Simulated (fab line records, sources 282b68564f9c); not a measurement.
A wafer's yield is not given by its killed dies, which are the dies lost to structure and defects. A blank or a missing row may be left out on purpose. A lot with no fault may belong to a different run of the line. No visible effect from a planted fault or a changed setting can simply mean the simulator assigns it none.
Which tool did it? -- flow rit cmos -- 45 wafers from 15 lots sampled at 2 of the route's 202 steps

WHAT EACH GAUGE READ, for each wafer
RIT_ACTIVE_THK_MEAS_02.
lot,measured,on,ACTIVE_OXIDE_THK (nm)
L653,day 1 12:03,film metro-04,48.4 47.7 47.6
L654,day 1 17:03,film metro-03,46.4 47.3 47.0
L655,day 1 22:03,film metro-01,48.2 48.2 47.6
L656,day 2 03:14,film metro-04,45.3 46.3 45.9
L657,day 2 08:03,film metro-01,46.9 46.9 46.9
L659,day 2 18:04,film metro-03,47.0 47.1 47.5
L660,day 2 23:03,film metro-04,47.8 48.5 48.1
L661,day 3 04:03,film metro-03,47.2 46.9 47.8
L662,day 3 09:04,film metro-04,48.3 48.4 48.0
L665,day 4 00:05,film metro-03,47.7 47.3 47.5
L666,day 4 05:05,film metro-01,52.9 53.1 52.5 53.0 53.1 52.5
L667,day 4 10:03,film metro-03,53.7 54.1 53.4 53.7 54.1 53.4
L668,day 4 15:04,film metro-04,53.1 52.9 53.3 53.1 52.9 53.3
L669,day 4 20:04,film metro-04,47.3 46.5 46.1
L675,day 6 02:03,film metro-04,47.2 46.4 47.0

EACH LOT AND THE TOOL THAT RAN IT (in order: tool; ch and the chambers of the sampled wafers; start)
lot,RIT_ACTIVE_OXIDATION_01
L653,"furnace-02 ch 0, day 1 10:07"
L654,"furnace-04 ch 0, day 1 15:07"
L655,"furnace-04 ch 0, day 1 20:07"
L656,"furnace-02 ch 0, day 2 01:18"
L657,"furnace-02 ch 0, day 2 06:07"
L659,"furnace-04 ch 0, day 2 16:07"
L660,"furnace-03 ch 0, day 2 21:07"
L661,"furnace-02 ch 0, day 3 02:07"
L662,"furnace-03 ch 0, day 3 07:07"
L665,"furnace-04 ch 0, day 3 22:07"
L666,"furnace-04 ch 0, day 4 03:07"
L667,"furnace-04 ch 0, day 4 08:07"
L668,"furnace-04 ch 0, day 4 13:07"
L669,"furnace-02 ch 0, day 4 18:07"
L675,"furnace-02 ch 0, day 6 00:07"
- RIT_ACTIVE_OXIDATION_01: target thk 46.8 nm, ox time 3360 s.

AS READ BY THE TOOLS THEMSELVES (means over the sampled wafers that have a number; for cases with no such wafer, the mark the record gives instead)
RIT_ACTIVE_OXIDATION_01.
lot,tool,spike tc centre C (C),spike tc load C (C),spike tc source C (C),tube center temp C (C),tube_center_temp_C_max
L653,furnace-02,1002.3,1026.5,1023.6,1000,1003.1
L654,furnace-04,1003.1,1025.2,1025.1,1000,1002.9
L655,furnace-04,1002.1,1025.2,1025.0,1000,1002.5
L656,furnace-02,1002.4,1027.7,1023.5,1000,1002.3
L657,furnace-02,1003.0,1027.5,1023.9,1000,1002.1
L659,furnace-04,1001.9,1026.4,1024.6,1000,1002.4
L660,furnace-03,1002.6,1026.9,1025.8,1000,1002.8
L661,furnace-02,1002.7,1026.5,1024.4,1000,1002.4
L662,furnace-03,1002.4,1026.4,1025.0,1000,1002.6
L665,furnace-04,1002.0,1025.4,1024.4,1000,1002.2
L666,furnace-04,1016.2,1040.5,1040.4,1015,1017.5
L667,furnace-04,1017.4,1040.8,1040.0,1015,1017.8
L668,furnace-04,1016.9,1040.1,1039.8,1015,1017.7
L669,furnace-02,1002.9,1028.0,1023.3,1000,1002.4
L675,furnace-02,1002.9,1028.1,1024.1,1000,1002.4

THE ANSWER, worked out from the rows above alone
Rule: what is usual is taken from the lots themselves. The widest of any qualifying gaps counts: lots, ordered by their means at a reading, are off when they make up no more than a third of the lots, leave a main group of 4 or more, and stand apart from it by 3 or more times the standard deviation of that group's means. A main group whose means are all the same, to the digits that the tables above print for the reading, isn't used. Also off: a lot with no number at a reading for which 4 or more lots have one. Where the step has rows for the other lots, those lots are counted as sound. First the gauges in route order, then the tools' own readings, where a lot's mean is used as printed above. The first step at which some lot is off is used, and at that step the reading that is off furthest; a lot without a number counts as furthest.
Off: L666, L667, L668, seen at RIT_ACTIVE_THK_MEAS_02 (ACTIVE_OXIDE_THK). Mean 47.3 nm and standard deviation 0.68 in the main group.
If a tool, at a process step before that reading, ran all the lots that are off and no sound lot after the first of them, it fits. Not tried: the gauges at RIT_ACTIVE_THK_MEAS_02; whatever is off there is also off at RIT_ACTIVE_OXIDATION_01, on other tools, and gauge error can't account for it. One fits: RIT_ACTIVE_OXIDATION_01 on furnace-04. A fault onset in the window from L665 (day 3 22:07, its last sound lot) to L666 (day 4 03:07, its first lot off) fits.
The tool's own readings at RIT_ACTIVE_OXIDATION_01 bear it out: on the lots that are off they differ by more than 5 times the standard deviation of the sound lots' means. spike tc centre C reads 1016.8 C there against 1002.5 C on the sound lots; spike tc load C reads 1040.5 C there against 1026.7 C on the sound lots; spike tc source C reads 1040.1 C there against 1024.4 C on the sound lots; tube center temp C reads 1015 C there against 1000 C on the sound lots; tube_center_temp_C_max reads 1017.7 there against 1002.5 on the sound lots.

WHAT THE SIMULATOR HAD INSERTED
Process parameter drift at RIT_ACTIVE_OXIDATION_01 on furnace-04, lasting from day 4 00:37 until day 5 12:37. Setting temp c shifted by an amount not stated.
Struck lots among those shown: L666, L667, L668. The same result came from the rule above.
